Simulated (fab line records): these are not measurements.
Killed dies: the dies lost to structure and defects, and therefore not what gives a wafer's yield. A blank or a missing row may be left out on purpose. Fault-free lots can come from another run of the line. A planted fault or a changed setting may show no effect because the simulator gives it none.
Which tool is to blame? | flow berkeleyCmos170 | 13 lots, 39 wafers sampled, at 6 steps of a route of 331

WHAT EACH GAUGE READ, for each wafer
UCB170_ACTIVE_THK_MEAS_06. Usual: for ACTIVE_NITRIDE_THK the level is 209.6 nm and the standard deviation is 1.8.
lot  | measured    | on           | ACTIVE_NITRIDE_THK (nm) | flag
L462 | day 4 02:18 | filmMetro-01 | 208.5 208.5 208.7       | 
L463 | day 4 02:17 | filmMetro-02 | 213.8 214.7 213.5       | 
L464 | day 4 18:13 | filmMetro-02 | 208.7 212.3 212.0       | 
L465 | day 4 23:38 | filmMetro-04 | 208.6 210.0 210.2       | 
L466 | day 5 09:43 | filmMetro-02 | 210.6 212.9 211.7       | 
L469 | day 5 17:31 | filmMetro-01 | 210.5 211.9 212.1       | 
L470 | day 6 03:14 | filmMetro-02 | 209.4 211.9 211.0       | 
L475 | day 7 00:17 | filmMetro-02 | 403.3 404.1 403.8       | OFF
L477 | day 7 07:39 | filmMetro-02 | 207.6 209.7 209.1       | 
L479 | day 7 16:38 | filmMetro-02 | 211.4 209.5 207.6       | 
L480 | day 7 16:36 | filmMetro-01 | 209.1 210.4 209.2       | 
L481 | day 8 05:46 | filmMetro-02 | 207.5 208.1 206.3       | 
L482 | day 8 05:46 | filmMetro-01 | 208.6 208.2 208.8       | 

UCB170_CONTACT_OVL_MEAS_16. Usual: for CONTACT_OVL the level is -1 nm and the standard deviation is 6.4.
lot  | measured     | on         | CONTACT_OVL (nm) | flag
L462 | day 7 07:31  | overlay-01 | 2 -7 -1          | 
L463 | day 7 06:59  | overlay-01 | -1 -9 -18        | 
L464 | day 7 14:56  | overlay-01 | -4 1 -8          | 
L465 | day 7 19:52  | overlay-02 | -15 -13 -13      | 
L466 | day 8 03:00  | overlay-02 | 8 -4 6           | 
L469 | day 8 12:48  | overlay-01 | -9 -4 -4         | 
L470 | day 8 22:13  | overlay-01 | 1 -8 1           | 
L477 | day 9 23:28  | overlay-01 | -5 -5 -7         | 
L479 | day 10 17:47 | overlay-01 | 12 2 6           | 
L480 | day 10 18:47 | overlay-02 | 9 11 2           | 
L481 | day 10 20:36 | overlay-02 | 0 -2 -9          | 
L482 | day 10 20:58 | overlay-02 | -9 -11 -2        | 

TOOL THAT RAN EACH LOT (tool first, then ch and the chambers of the sampled wafers, then the start)
lot  | UCB170_ACTIVE_CVD_05       | UCB170_ACTIVE_ETCH_15            | UCB170_GATE_ETCH_14              | UCB170_SILICIDE_SPUTTER_01
L462 | lpcvd-01 ch 0, day 4 00:23 | rieDiel-01 ch 0,2,3, day 4 03:59 | rieDiel-03 ch 0,1,3, day 6 06:17 | pvdSputter-02, day 7 01:43
L463 | lpcvd-01 ch 0, day 4 00:23 | rieDiel-04 ch 1,2,3, day 4 03:50 | rieDiel-02 ch 1,2, day 6 06:34   | pvdSputter-01, day 7 01:26
L464 | lpcvd-01 ch 0, day 4 16:17 | rieDiel-01 ch 0,1, day 4 19:23   | rieDiel-03 ch 0,1,2, day 6 18:21 | pvdSputter-01, day 7 10:43
L465 | lpcvd-02 ch 0, day 4 21:43 | rieDiel-01 ch 0,2,3, day 5 00:56 | rieDiel-04 ch 0,2,3, day 7 00:04 | pvdSputter-03, day 7 14:47
L466 | lpcvd-01 ch 1, day 5 07:48 | rieDiel-02 ch 1,2, day 5 11:16   | rieDiel-03 ch 1,2,3, day 7 07:09 | pvdSputter-01, day 7 21:46
L469 | lpcvd-02 ch 1, day 5 15:35 | rieDiel-02 ch 1,2, day 5 19:29   | rieDiel-04 ch 0,1,2, day 7 15:05 | pvdSputter-02, day 8 06:57
L470 | lpcvd-01 ch 1, day 6 01:19 | rieDiel-02 ch 1,2, day 6 04:17   | rieDiel-04 ch 0,1,3, day 7 22:38 | pvdSputter-03, day 8 14:04
L475 | lpcvd-02 ch 0, day 6 22:22 | rieDiel-01 ch 0,1,3, day 7 02:45 | -                                | -
L477 | lpcvd-01 ch 1, day 7 05:44 | rieDiel-04 ch 0,2,3, day 7 08:53 | rieDiel-02 ch 2,3, day 9 03:07   | pvdSputter-03, day 9 16:40
L479 | lpcvd-01 ch 0, day 7 13:41 | rieDiel-04 ch 0,2,3, day 7 18:43 | rieDiel-04 ch 0,2,3, day 9 19:22 | pvdSputter-03, day 10 12:46
L480 | lpcvd-01 ch 0, day 7 13:41 | rieDiel-01 ch 1,2,3, day 7 18:13 | rieDiel-04 ch 0,1,3, day 9 19:44 | pvdSputter-01, day 10 13:01
L481 | lpcvd-01 ch 1, day 8 03:49 | rieDiel-01 ch 0,3, day 8 06:55   | rieDiel-02 ch 1,2, day 10 00:40  | pvdSputter-03, day 10 13:23
L482 | lpcvd-01 ch 0, day 8 03:49 | rieDiel-02 ch 0,1, day 8 07:20   | rieDiel-04 ch 2,3, day 10 00:54  | pvdSputter-01, day 10 13:37
- UCB170_ACTIVE_CVD_05: deposits Si3N4 from SiH2Cl2/NH3, target thk 220 nm, time 3150 s.
- UCB170_ACTIVE_ETCH_15: etches Si3N4 in CH3F/Ar/O2, stops on SiO2, target depth 242 nm, time 151 s.
- UCB170_GATE_ETCH_14: etches BARC in N2/H2.
- UCB170_SILICIDE_SPUTTER_01: material Ti, target thk 30 nm, time 25 s.

WHAT THE TOOLS THEMSELVES READ (means of the sampled wafers that have a number; where no wafer has one, the mark that the record gives instead)
UCB170_ACTIVE_CVD_05. Usual: spikeTcCentreC reads 802.2 C (standard deviation 1.6).
lot  | tool     | spikeTcCentreC (C) | flag
L462 | lpcvd-01 | 800.9              | 
L463 | lpcvd-01 | 800.3              | 
L464 | lpcvd-01 | 801.9              | 
L465 | lpcvd-02 | 801.2              | 
L466 | lpcvd-01 | 804.1              | 
L469 | lpcvd-02 | 801.9              | 
L470 | lpcvd-01 | 804.0              | 
L475 | lpcvd-02 | 801.5              | 
L477 | lpcvd-01 | 805.0              | 
L479 | lpcvd-01 | 800.1              | 
L480 | lpcvd-01 | 801.7              | 
L481 | lpcvd-01 | 802.9              | 
L482 | lpcvd-01 | 800.8              | 

UCB170_ACTIVE_ETCH_15. Usual: chamberPressureMTorr 50.00 mTorr, standard deviation 0.047; drypumpMotorCurrentA 5.8 A, standard deviation 0.48; mfcArSccm 49.99 sccm, standard deviation 0.15; oesProductAu 0.914 a.u., standard deviation 0.014; rfFwdPowerW 448.1 W, standard deviation 1.3; throttleValvePct 7.95 %, standard deviation 0.13.
lot  | tool       | chamberPressureMTorr (mTorr) | drypumpMotorCurrentA (A) | mfcArSccm (sccm) | oesProductAu (a.u.) | rfFwdPowerW (W) | throttleValvePct (%) | flag
L462 | rieDiel-01 | 50.02                        | 5.9                      | 49.93            | 0.911               | 448.2           | 8.00                 | 
L463 | rieDiel-04 | 50.01                        | 5.7                      | 50.11            | 0.930               | 447.3           | 7.92                 | 
L464 | rieDiel-01 | 50.03                        | 5.7                      | 50.02            | 0.923               | 448.1           | 7.88                 | 
L465 | rieDiel-01 | 50.03                        | 5.8                      | 50.02            | 0.912               | 447.7           | 8.00                 | 
L466 | rieDiel-02 | 50.04                        | 5.6                      | 50.02            | 0.920               | 448.4           | 7.85                 | 
L469 | rieDiel-02 | 49.98                        | 5.6                      | 49.90            | 0.924               | 447.5           | 7.86                 | 
L470 | rieDiel-02 | 49.98                        | 5.6                      | 49.85            | 0.922               | 447.2           | 7.86                 | 
L475 | rieDiel-01 | 50.06                        | 6.0                      | 50.06            | 1.008               | 448.8           | 7.94                 | OFF
L477 | rieDiel-04 | 50.01                        | 6.1                      | 50.06            | 0.908               | 447.4           | 7.98                 | 
L479 | rieDiel-04 | 50.01                        | 6.1                      | 50.04            | 0.908               | 447.3           | 7.99                 | 
L480 | rieDiel-01 | 49.99                        | 5.6                      | 50.05            | 0.909               | 448.2           | 7.87                 | 
L481 | rieDiel-01 | 49.99                        | 6.3                      | 50.12            | 0.912               | 447.9           | 8.07                 | 
L482 | rieDiel-02 | 50.01                        | 5.6                      | 50.00            | 0.931               | 448.4           | 7.99                 | 

UCB170_GATE_ETCH_14. Usual: chamberPressureMTorr 30.003 mTorr, standard deviation 0.029; drypumpMotorCurrentA 5.7 A, standard deviation 0.41; oesProductAu 1.004 a.u., standard deviation 0.029; rfFwdPowerW 494.7 W, standard deviation 1.9; throttleValvePct 13.32 %, standard deviation 0.25.
lot  | tool       | chamberPressureMTorr (mTorr) | drypumpMotorCurrentA (A) | oesProductAu (a.u.) | rfFwdPowerW (W) | throttleValvePct (%) | flag
L462 | rieDiel-03 | 30.009                       | 5.6                      | 0.987               | 494.4           | 13.36                | 
L463 | rieDiel-02 | 30.001                       | 5.6                      | 1.023               | 494.6           | 13.10                | 
L464 | rieDiel-03 | 29.996                       | 5.5                      | 0.989               | 495.9           | 13.60                | 
L465 | rieDiel-04 | 30.015                       | 6.1                      | 1.011               | 493.7           | 13.33                | 
L466 | rieDiel-03 | 30.025                       | 5.6                      | 0.995               | 493.8           | 13.42                | 
L469 | rieDiel-04 | 30.000                       | 6.1                      | 0.984               | 495.1           | 13.39                | 
L470 | rieDiel-04 | 30.009                       | 6.0                      | 1.008               | 495.8           | 13.36                | 
L477 | rieDiel-02 | 29.991                       | 5.6                      | 1.021               | 494.6           | 13.06                | 
L479 | rieDiel-04 | 29.989                       | 6.1                      | 1.002               | 494.6           | 13.35                | 
L480 | rieDiel-04 | 29.999                       | 6.0                      | 1.007               | 495.8           | 13.36                | 
L481 | rieDiel-02 | 30.029                       | 5.6                      | 1.014               | 494.4           | 13.18                | 
L482 | rieDiel-04 | 29.981                       | 5.8                      | 1.019               | 492.9           | 13.18                | 

UCB170_SILICIDE_SPUTTER_01. Usual: cathodeDcPowerW 1500.0 W, standard deviation 0.26; throttleValvePct 29.6 %, standard deviation 0.86.
lot  | tool          | cathodeDcPowerW (W) | throttleValvePct (%) | flag
L462 | pvdSputter-02 | 1500.0              | 30.6                 | 
L463 | pvdSputter-01 | 1500.3              | 29.7                 | 
L464 | pvdSputter-01 | 1499.8              | 29.2                 | 
L465 | pvdSputter-03 | 1500.2              | 29.1                 | 
L466 | pvdSputter-01 | 1499.9              | 29.2                 | 
L469 | pvdSputter-02 | 1499.9              | 30.5                 | 
L470 | pvdSputter-03 | 1500.1              | 29.4                 | 
L477 | pvdSputter-03 | 1500.0              | 29.2                 | 
L479 | pvdSputter-03 | 1499.8              | 28.3                 | 
L480 | pvdSputter-01 | 1500.0              | 30.2                 | 
L481 | pvdSputter-03 | 1499.9              | 28.6                 | 
L482 | pvdSputter-01 | 1499.9              | 30.3                 | 

THE ANSWER, worked out from the rows above alone
Rule: a lot counts as off when the mean over its wafers that have a number is more than 3 standard deviations away from the usual mean. Also off: a lot with no number at a reading for which 4 or more lots have one. All remaining lots with rows at the step are treated as sound. After the gauges, taken in route order, come the tools' own readings; for these a lot's mean is taken, as printed above. The first step at which some lot is off is used, and at that step the reading that is off furthest; a lot without a number counts as furthest.
Off: L475, at UCB170_ACTIVE_THK_MEAS_06 (ACTIVE_NITRIDE_THK).
If a tool, at a process step before that reading, ran all the lots that are off and no sound lot after the first of them, it fits. The gauges at UCB170_ACTIVE_THK_MEAS_06 aren't tried: what is off there is off at UCB170_ACTIVE_ETCH_15 too, on other tools, and a gauge's error can't cause that. One fits: lpcvd-02 at UCB170_ACTIVE_CVD_05. A fault onset in the window from L469 (day 5 15:35, its last sound lot) to L475 (day 6 22:22, its first lot off) fits.

WHAT THE SIMULATOR PUT IN
lpcvd-02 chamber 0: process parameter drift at UCB170_ACTIVE_CVD_05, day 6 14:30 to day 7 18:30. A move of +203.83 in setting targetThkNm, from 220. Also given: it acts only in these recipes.
Lots struck among those shown: L475. This agrees with what the rule above found.
